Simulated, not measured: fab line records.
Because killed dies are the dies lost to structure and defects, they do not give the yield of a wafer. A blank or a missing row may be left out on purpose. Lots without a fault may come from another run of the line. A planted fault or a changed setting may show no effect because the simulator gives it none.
Which tool did it? / flow rit cmos / 42 wafers from 14 lots sampled at 2 of the route's 202 steps

WHAT THE GAUGES SHOWED, per wafer
The record lacks any reading of a measuring or inspecting step that a usual standard deviation could be used to judge.

WHICH TOOL RAN EACH LOT (tool, then ch and the chambers of the sampled wafers, then the start)
lot=L218; RIT_CONTACT_SOFTBAKE_04=litho track-01 ch 0, day 3 09:08; RIT_M1_PROBE_99=-
lot=L220; RIT_CONTACT_SOFTBAKE_04=litho track-01 ch 0, day 3 18:29; RIT_M1_PROBE_99=-
lot=L221; RIT_CONTACT_SOFTBAKE_04=litho track-01 ch 0, day 4 00:43; RIT_M1_PROBE_99=-
lot=L222; RIT_CONTACT_SOFTBAKE_04=litho track-03 ch 0, day 4 05:16; RIT_M1_PROBE_99=-
lot=L223; RIT_CONTACT_SOFTBAKE_04=litho track-01 ch 0, day 4 10:04; RIT_M1_PROBE_99=-
lot=L224; RIT_CONTACT_SOFTBAKE_04=litho track-04 ch 0, day 4 16:34; RIT_M1_PROBE_99=-
lot=L226; RIT_CONTACT_SOFTBAKE_04=litho track-04 ch 0, day 5 03:22; RIT_M1_PROBE_99=-
lot=L227; RIT_CONTACT_SOFTBAKE_04=litho track-01 ch 0, day 5 06:44; RIT_M1_PROBE_99=-
lot=L235; RIT_CONTACT_SOFTBAKE_04=litho track-03 ch 0, day 6 18:46; RIT_M1_PROBE_99=prober-01, day 7 00:37
lot=L237; RIT_CONTACT_SOFTBAKE_04=litho track-04 ch 0, day 7 05:00; RIT_M1_PROBE_99=-
lot=L238; RIT_CONTACT_SOFTBAKE_04=litho track-04 ch 0, day 7 08:41; RIT_M1_PROBE_99=-
lot=L239; RIT_CONTACT_SOFTBAKE_04=litho track-04 ch 0, day 7 15:59; RIT_M1_PROBE_99=-
lot=L240; RIT_CONTACT_SOFTBAKE_04=litho track-03 ch 0, day 7 20:00; RIT_M1_PROBE_99=-
lot=L241; RIT_CONTACT_SOFTBAKE_04=litho track-01 ch 0, day 8 03:06; RIT_M1_PROBE_99=-
- RIT_CONTACT_SOFTBAKE_04: time 60 s.
- RIT_M1_PROBE_99

AS READ BY THE TOOLS THEMSELVES (means over the sampled wafers that have a number; for cases with no such wafer, the mark the record gives instead)
RIT_CONTACT_SOFTBAKE_04. Usual: heater power total W 34.56 W, standard deviation 0.053; plate temp C 89.99 C, standard deviation 0.11.
lot=L218; tool=litho track-01; heater power total W (W)=34.55; plate temp C (C)=90.04; flag=
lot=L220; tool=litho track-01; heater power total W (W)=34.52; plate temp C (C)=89.95; flag=
lot=L221; tool=litho track-01; heater power total W (W)=34.60; plate temp C (C)=89.81; flag=
lot=L222; tool=litho track-03; heater power total W (W)=34.59; plate temp C (C)=89.90; flag=
lot=L223; tool=litho track-01; heater power total W (W)=35.51; plate temp C (C)=91.70; flag=OFF
lot=L224; tool=litho track-04; heater power total W (W)=34.57; plate temp C (C)=90.05; flag=
lot=L226; tool=litho track-04; heater power total W (W)=34.54; plate temp C (C)=90.02; flag=
lot=L227; tool=litho track-01; heater power total W (W)=35.54; plate temp C (C)=91.81; flag=OFF
lot=L235; tool=litho track-03; heater power total W (W)=34.58; plate temp C (C)=89.96; flag=
lot=L237; tool=litho track-04; heater power total W (W)=34.59; plate temp C (C)=90.02; flag=
lot=L238; tool=litho track-04; heater power total W (W)=34.57; plate temp C (C)=90.04; flag=
lot=L239; tool=litho track-04; heater power total W (W)=34.58; plate temp C (C)=90.09; flag=
lot=L240; tool=litho track-03; heater power total W (W)=34.50; plate temp C (C)=90.01; flag=
lot=L241; tool=litho track-01; heater power total W (W)=34.52; plate temp C (C)=90.01; flag=

RIT_M1_PROBE_99. Usual: killed at contacts 0.0, standard deviation 0.22; killed at front end 6.6, standard deviation 3; killed dies 6.6, standard deviation 3; killed open 3.4, standard deviation 2; killed short 3.2, standard deviation 2.
lot=L235; tool=prober-01; killed at contacts=0.0; killed at front end=7.0; killed dies=7.0; killed open=2.7; killed short=4.3; flag=

THE ANSWER, worked out from the rows above alone
Rule: a lot counts as off when the mean over its wafers that have a number is more than 3 standard deviations away from the usual mean. A lot without any number at a reading at which 4 lots or more have one is off too. All remaining lots with rows at the step are treated as sound. The gauges are gone through in route order, then the tools' own readings, and for those a lot's mean is taken as printed above. The first step at which some lot is off is used, and at that step the reading that is off furthest; a lot without a number counts as furthest.
Off, at RIT_CONTACT_SOFTBAKE_04 on heater power total W: L223, L227.
A tool fits if, at that step or a process step before it, it ran every lot that is off, and no sound lot after the first of them. None of those tried fits.

WHAT HAD BEEN PUT IN BY THE SIMULATOR
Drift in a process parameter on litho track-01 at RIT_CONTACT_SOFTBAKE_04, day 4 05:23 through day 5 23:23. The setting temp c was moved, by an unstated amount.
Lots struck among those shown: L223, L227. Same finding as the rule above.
